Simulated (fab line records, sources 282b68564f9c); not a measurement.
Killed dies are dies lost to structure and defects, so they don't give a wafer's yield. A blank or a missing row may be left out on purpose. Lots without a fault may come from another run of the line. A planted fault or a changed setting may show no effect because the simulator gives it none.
Split-lot experiment | flow rit_cmos | 5 lots, 23 wafers read, on a route of 202 steps

THE SPLIT
At RIT_ACTIVE_OXIDATION_01 (target thk 46.8 nm, ox time 3360 s), the setting ox_time_s was moved away from the recipe's 3360 s on 20 of the 23 wafers read, by -10.8% to +8.6%. The other wafers ran this setting at the recipe's value.

The reading is taken at the split's own step.

THE READING
SiO2_of_ACTIVE_OXIDATION_01.thk_nm (the simulator's own value, which no gauge read), in nm, at RIT_ACTIVE_OXIDATION_01 (target thk 46.8 nm, ox time 3360 s). The file gives no usual value for it. The 3 wafers here that ran the recipe average 46.82 nm, standard deviation 0.05 nm.

wafer  | tool, chamber at the split | ox_time_s as run, s | against the recipe | SiO2_of_ACTIVE_OXIDATION_01.thk_nm, nm | against lot-mates on the recipe
L075.2 | furnace-01, 0              | 3360                | recipe             | 46.89                                  | -
L075.3 | furnace-01, 0              | 3360                | recipe             | 46.79                                  | -
L075.6 | furnace-01, 0              | 3360                | recipe             | 46.78                                  | -
L076.1 | -, -                       | 3603                | +7.2%              | 48.34                                  | no lot-mate on the recipe
L076.2 | -, -                       | 3603                | +7.2%              | 48.91                                  | no lot-mate on the recipe
L076.3 | -, -                       | 3603                | +7.2%              | 49.32                                  | no lot-mate on the recipe
L076.4 | -, -                       | 3603                | +7.2%              | 48.87                                  | no lot-mate on the recipe
L076.6 | -, -                       | 3603                | +7.2%              | 49.3                                   | no lot-mate on the recipe
L077.1 | -, -                       | 3648                | +8.6%              | 47.8                                   | no lot-mate on the recipe
L077.2 | -, -                       | 3648                | +8.6%              | 47.53                                  | no lot-mate on the recipe
L077.3 | -, -                       | 3648                | +8.6%              | 47.3                                   | no lot-mate on the recipe
L077.4 | -, -                       | 3648                | +8.6%              | 47.39                                  | no lot-mate on the recipe
L077.6 | -, -                       | 3648                | +8.6%              | 46.93                                  | no lot-mate on the recipe
L082.2 | -, -                       | 2996                | -10.8%             | 45.05                                  | no lot-mate on the recipe
L082.3 | -, -                       | 2996                | -10.8%             | 45.14                                  | no lot-mate on the recipe
L082.4 | -, -                       | 2996                | -10.8%             | 44.08                                  | no lot-mate on the recipe
L082.5 | -, -                       | 2996                | -10.8%             | 44.62                                  | no lot-mate on the recipe
L082.6 | -, -                       | 2996                | -10.8%             | 44.67                                  | no lot-mate on the recipe
L083.1 | -, -                       | 3607                | +7.4%              | 48.12                                  | no lot-mate on the recipe
L083.3 | -, -                       | 3607                | +7.4%              | 48.49                                  | no lot-mate on the recipe
L083.4 | -, -                       | 3607                | +7.4%              | 48.56                                  | no lot-mate on the recipe
L083.5 | -, -                       | 3607                | +7.4%              | 48.91                                  | no lot-mate on the recipe
L083.6 | -, -                       | 3607                | +7.4%              | 48.65                                  | no lot-mate on the recipe

THE FIT
A straight line over all 23 wafers: SiO2_of_ACTIVE_OXIDATION_01.thk_nm changes by +0.188 nm for each +1% of ox_time_s; r = +0.90; the points scatter about the line by 0.73 nm.
Too few moved wafers have a lot-mate on the recipe to fit a line with each lot's own level taken away.

THE FILE'S OWN FIT
SiO2_of_ACTIVE_OXIDATION_01.thk_nm changes by +0.188 nm for each +1% of ox_time_s, r = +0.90.
